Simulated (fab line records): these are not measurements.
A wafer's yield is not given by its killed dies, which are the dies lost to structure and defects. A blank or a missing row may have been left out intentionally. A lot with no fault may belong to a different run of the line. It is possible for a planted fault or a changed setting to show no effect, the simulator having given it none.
Check for tools in common :: flow berkeleyCmos170 :: 42 wafers sampled across 14 lots

## REASON IT WAS OPENED
2 of 14 lots carry a flag on the reading PVT_TW at UCB170_PVT_TW_MEAS_09. Fault-free wafers read 510.8, with a standard deviation of 2.9.
Rule: a lot is flagged in two cases, either no wafer of it has a number, or all its wafers with numbers fall more than 4 standard deviations from that mean. As for the other lots, they are considered sound.

lot: L403
measured: day 5 21:19
on: filmMetro-04
PVT_TW, wafer by wafer: 515.5 512.0 513.2
flag: 

lot: L405
measured: day 5 21:36
on: filmMetro-04
PVT_TW, wafer by wafer: 514.7 513.1 512.6
flag: 

lot: L404
measured: day 5 22:11
on: filmMetro-01
PVT_TW, wafer by wafer: 511.4 509.5 509.4
flag: 

lot: L406
measured: day 6 15:58
on: filmMetro-03
PVT_TW, wafer by wafer: 508.5 507.3 507.6
flag: 

lot: L409
measured: day 7 04:47
on: filmMetro-01
PVT_TW, wafer by wafer: 514.6 514.0 513.6
flag: 

lot: L410
measured: day 7 09:05
on: filmMetro-03
PVT_TW, wafer by wafer: 507.8 509.1 509.5
flag: 

lot: L411
measured: day 7 19:52
on: filmMetro-01
PVT_TW, wafer by wafer: 512.2 511.8 512.8
flag: 

lot: L412
measured: day 7 20:08
on: filmMetro-04
PVT_TW, wafer by wafer: 515.0 516.0 513.7
flag: 

lot: L413
measured: day 8 06:57
on: filmMetro-03
PVT_TW, wafer by wafer: 507.5 507.3 506.3
flag: 

lot: L416
measured: day 8 19:47
on: filmMetro-03
PVT_TW, wafer by wafer: 505.4 504.6 508.6
flag: 

lot: L421
measured: day 9 10:13
on: filmMetro-03
PVT_TW, wafer by wafer: 424.4 424.7 423.7
flag: FLAGGED

lot: L420
measured: day 9 11:07
on: filmMetro-03
PVT_TW, wafer by wafer: 421.4 422.4 421.0
flag: FLAGGED

lot: L425
measured: day 10 12:29
on: filmMetro-01
PVT_TW, wafer by wafer: 512.0 513.2 512.5
flag: 

lot: L424
measured: day 10 12:52
on: filmMetro-01
PVT_TW, wafer by wafer: 510.6 511.1 513.1
flag: 
On average the flagged lots' numbers are 422.9, which is -87.9 against the usual, or -30 standard deviations.

## WHICH TOOL RAN EACH LOT
The record holds 1 process step before the reading, out of a route of 331 steps. In each cell: the tool, then ch and the chambers that the sampled wafers went through, then the start.
lot: L403
flag: 
UCB170_PVT_IMPLANT_07: implanter-04 ch 0, day 5 21:05

lot: L405
flag: 
UCB170_PVT_IMPLANT_07: implanter-03 ch 0, day 5 21:23

lot: L404
flag: 
UCB170_PVT_IMPLANT_07: implanter-04 ch 0, day 5 21:47

lot: L406
flag: 
UCB170_PVT_IMPLANT_07: implanter-03 ch 0, day 6 15:44

lot: L409
flag: 
UCB170_PVT_IMPLANT_07: implanter-01 ch 0, day 7 04:34

lot: L410
flag: 
UCB170_PVT_IMPLANT_07: implanter-03 ch 0, day 7 08:50

lot: L411
flag: 
UCB170_PVT_IMPLANT_07: implanter-03 ch 0, day 7 19:37

lot: L412
flag: 
UCB170_PVT_IMPLANT_07: implanter-04 ch 0, day 7 19:53

lot: L413
flag: 
UCB170_PVT_IMPLANT_07: implanter-01 ch 0, day 8 06:43

lot: L416
flag: 
UCB170_PVT_IMPLANT_07: implanter-03 ch 0, day 8 19:32

lot: L421
flag: FLAGGED
UCB170_PVT_IMPLANT_07: implanter-01 ch 0, day 9 09:58

lot: L420
flag: FLAGGED
UCB170_PVT_IMPLANT_07: implanter-01 ch 0, day 9 10:52

lot: L425
flag: 
UCB170_PVT_IMPLANT_07: implanter-04 ch 0, day 10 12:14

lot: L424
flag: 
UCB170_PVT_IMPLANT_07: implanter-03 ch 0, day 10 12:38
These steps, and what they do:
- UCB170_PVT_IMPLANT_07
- UCB170_PVT_TW_MEAS_09

## FLAGGED OVER TOTAL, TOOL BY TOOL (the gauges that took the reading come last)
step: UCB170_PVT_IMPLANT_07
tool: implanter-01
lots run: 4
flagged: 2
share of the flagged lots: all
sound lots run after its first flagged lot: 0

step: UCB170_PVT_IMPLANT_07
tool: implanter-03
lots run: 6
flagged: 0
share of the flagged lots: none
sound lots run after its first flagged lot: -

step: UCB170_PVT_IMPLANT_07
tool: implanter-04
lots run: 4
flagged: 0
share of the flagged lots: none
sound lots run after its first flagged lot: -

step: UCB170_PVT_TW_MEAS_09
tool: filmMetro-01
lots run: 5
flagged: 0
share of the flagged lots: none
sound lots run after its first flagged lot: -

step: UCB170_PVT_TW_MEAS_09
tool: filmMetro-03
lots run: 6
flagged: 2
share of the flagged lots: all
sound lots run after its first flagged lot: 0

step: UCB170_PVT_TW_MEAS_09
tool: filmMetro-04
lots run: 3
flagged: 0
share of the flagged lots: none
sound lots run after its first flagged lot: -

## THE TABLE: WHAT IT ALLOWS
Every flagged lot went through 2 rows of the table: implanter-01 at UCB170_PVT_IMPLANT_07 and filmMetro-03 at UCB170_PVT_TW_MEAS_09.
- implanter-01 at UCB170_PVT_IMPLANT_07 ran 4 lots, 2 of them flagged. Its last sound lot is L413 (day 8 06:43), its first flagged lot L421 (day 9 09:58): a fault that began between those two fits. Its own readings (doseIonsCm2, faradayCurrentUA) fall more than 4 standard deviations out on all wafers of the flagged lots.
- filmMetro-03 at UCB170_PVT_TW_MEAS_09 ran 6 lots, 2 of them flagged. Its last sound lot is L416 (day 8 19:47), its first flagged lot L421 (day 9 10:13): a fault that began between those two fits.
A lot count leaves these 2 tools indistinguishable: every one of them fits a fault beginning at some hour. More lots, or a look at what each step does to the wafer, might.

## WHAT HAD BEEN PUT IN BY THE SIMULATOR
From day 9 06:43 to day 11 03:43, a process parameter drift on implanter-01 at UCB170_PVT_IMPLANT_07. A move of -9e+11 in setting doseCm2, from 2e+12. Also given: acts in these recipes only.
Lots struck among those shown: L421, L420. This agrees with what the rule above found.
